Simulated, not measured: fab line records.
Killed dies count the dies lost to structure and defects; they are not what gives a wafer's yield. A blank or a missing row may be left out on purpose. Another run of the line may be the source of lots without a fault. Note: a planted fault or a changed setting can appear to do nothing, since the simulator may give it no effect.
A lot that was struck, set against a sound lot ; flow rit_cmos ; 32 steps out of a route of 202
Sound: the wafers L406.3, L406.4, L406.6. Wafers L415.2, L415.3, L415.6 were the ones struck. The cause is given at the end.
Per side, at each step with rows, come the tool, then ch with its chambers, and then its first start. Under that, the readings that differ: sound wafers ; struck wafers ; difference of the means ; sigmas: that difference in standard deviations of wafers without a fault.
alike: a reading whose means differ by less than 2 such deviations, as well as words and numbers matching on both sides. not compared: withheld readings; readings where some wafer has no value; bounds like >300 that might hide an equal value; numbers whose values overlap and for which the record gives no deviation.
The two part at a step that has a row with sigmas, a row that says differs or no value, or rows on one side only. Numbers that have no deviation but don't overlap get no sigmas and don't part them. A reading missing from all wafers of one side parts the sides only when that side holds two or more wafers.

first, 5 steps without rows for these wafers: RIT_CONTACT_COAT_03 (resist thk 1000 nm); RIT_CONTACT_SOFTBAKE_04 (time 60 s); RIT_CONTACT_EXPOSE_05 (exposes mask M11, target cd 1000 nm); RIT_CONTACT_PEB_06; RIT_CONTACT_DEVELOP_07 (develop time 120 s).
RIT_CONTACT_CD_MEAS_08: the cd target is 1000 nm.
  sound: cd_sem-01 at day 3 15:17; struck: cd_sem-02 at day 5 10:14
  alike: cd_nm
RIT_CONTACT_OVL_MEAS_09:
  sound: overlay-02 at day 3 15:23; struck: overlay-01 at day 5 10:20
reading;sound;struck;difference;sigmas
CONTACT_OVL (nm);-0.4 -1.6 -0.6;2.7 1.7 2.3;+3.1;+2
then, 1 step without rows for these wafers: RIT_CONTACT_HARDBAKE_10 (time 60 s).
RIT_CONTACT_ETCH_11: etches SiO2 in CHF3/CF4/Ar, stops on TiSi2, target depth 480 nm, time 320 s.
  sound on rie_diel-01 ch 0,1,2, day 3 15:33; struck on rie_diel-01 ch 0,3, day 5 10:50
  alike: drypump_motor_current_A, oes_product_au, throttle_valve_pct
  not compared: rf_hours_counter_h
RIT_CONTACT_STRIP_12: strips in O2, time 180 s.
  sound on plasma_asher-04 ch 0,1, day 3 15:48; struck on plasma_asher-02 ch 0,1, day 5 11:01
  alike: drypump_motor_current_A, o2_flow_sccm
  not compared: rf_hours_counter_h
RIT_CONTACT_CD_MEAS_90: the cd target is 1000 nm.
  sound: cd_sem-02 at day 3 15:58; struck: cd_sem-01 at day 5 11:13
  alike: cd_nm
then, 1 step without rows for these wafers: RIT_CONTACT_CLEAN_13 (cleans in SC1, time 600 s).
RIT_CONTACT_CLEAN_14: cleans in SC2, time 600 s.
  sound on wet_bench-03 ch 1, day 3 16:14; struck on wet_bench-03 ch 1, day 5 11:29
RIT_M1_SPUTTER_00: material Al, target thk 400 nm, time 500 s.
  sound: pvd_sputter-03 at day 3 16:24; struck: pvd_sputter-02 at day 5 11:40
  alike: throttle_valve_pct
RIT_M1_RS_MEAS_01: measures by four-point-probe.
  sound: film_metro-02 at day 3 16:44; struck: film_metro-04 at day 5 11:59
  alike: M1_AL_RS
RIT_M1_THK_MEAS_02: measures by xrf.
  sound: film_metro-02 at day 3 16:50; struck: film_metro-04 at day 5 12:05
  alike: M1_AL_THK
then, 6 steps without rows for these wafers: RIT_M1_HMDS_03 (prime time 60 s); RIT_M1_COAT_04 (resist thk 1300 nm); RIT_M1_SOFTBAKE_05 (time 60 s); RIT_M1_EXPOSE_06 (exposes mask M12, target cd 2600 nm); RIT_M1_PEB_07; RIT_M1_DEVELOP_08 (develop time 68 s).
RIT_M1_CD_MEAS_09: the cd target is 2600 nm.
  sound: cd_sem-01 at day 3 17:55; struck: cd_sem-02 at day 5 13:02
  alike: cd_nm
RIT_M1_OVL_MEAS_10:
  sound: overlay-01 at day 3 18:01; struck: overlay-01 at day 5 13:09
  alike: M1_OVL
then, 1 step without rows for these wafers: RIT_M1_HARDBAKE_11 (time 120 s).
RIT_M1_METAL_ETCH_12: etches Al in Cl2/BCl3, stops on SiO2, time 165 s, target depth 600 nm.
  sound on rie_metal-02 ch 0,1, day 3 18:20; struck on rie_metal-02 ch 0,1, day 5 13:26
  alike: drypump_motor_current_A, oes_product_au, throttle_valve_pct
  not compared: rf_hours_counter_h
then, 1 step without rows for these wafers: RIT_M1_STRIP_13 (strips in nmp, time 600 s).
RIT_M1_STRIP_14: strips in O2, time 180 s.
  sound on plasma_asher-03 ch 0,1, day 3 18:41; struck on plasma_asher-03 ch 0,1, day 5 13:49
  alike: drypump_motor_current_A, o2_flow_sccm
  not compared: rf_hours_counter_h
RIT_M1_CD_MEAS_90: the cd target is 2600 nm.
  sound: cd_sem-02 at day 3 18:50; struck: cd_sem-02 at day 5 14:01
  alike: cd_nm
then, 1 step without rows for these wafers: RIT_M1_ANNEAL_15 (time 1800 s).
RIT_M1_BOW_MEAS_16:
  sound: film_metro-04 at day 3 20:28; struck: film_metro-04 at day 5 15:38
  alike: M1_BOW
RIT_M1_PROBE_99:
  sound: prober-01 at day 3 20:38; struck: prober-01 at day 5 15:47
reading;sound;struck;difference;sigmas
hold;- - -;await_dispo/2.4h/release await_dispo/2.4h/release await_dispo/2.4h/release;no value on the sound wafers;
killed_at_contacts;0 0 0;10 11 16;+12;+51
killed_dies;5 5 3;18 19 19;+14;+5
killed_on_rim;0 1 1;9 8 7;+7;+5
  alike: killed_at_front_end, killed_open, killed_short

## WHERE THEY PART
Earliest at RIT_CONTACT_OVL_MEAS_09; latest, in this record, at RIT_M1_PROBE_99.

WHY: whatever the simulator had introduced
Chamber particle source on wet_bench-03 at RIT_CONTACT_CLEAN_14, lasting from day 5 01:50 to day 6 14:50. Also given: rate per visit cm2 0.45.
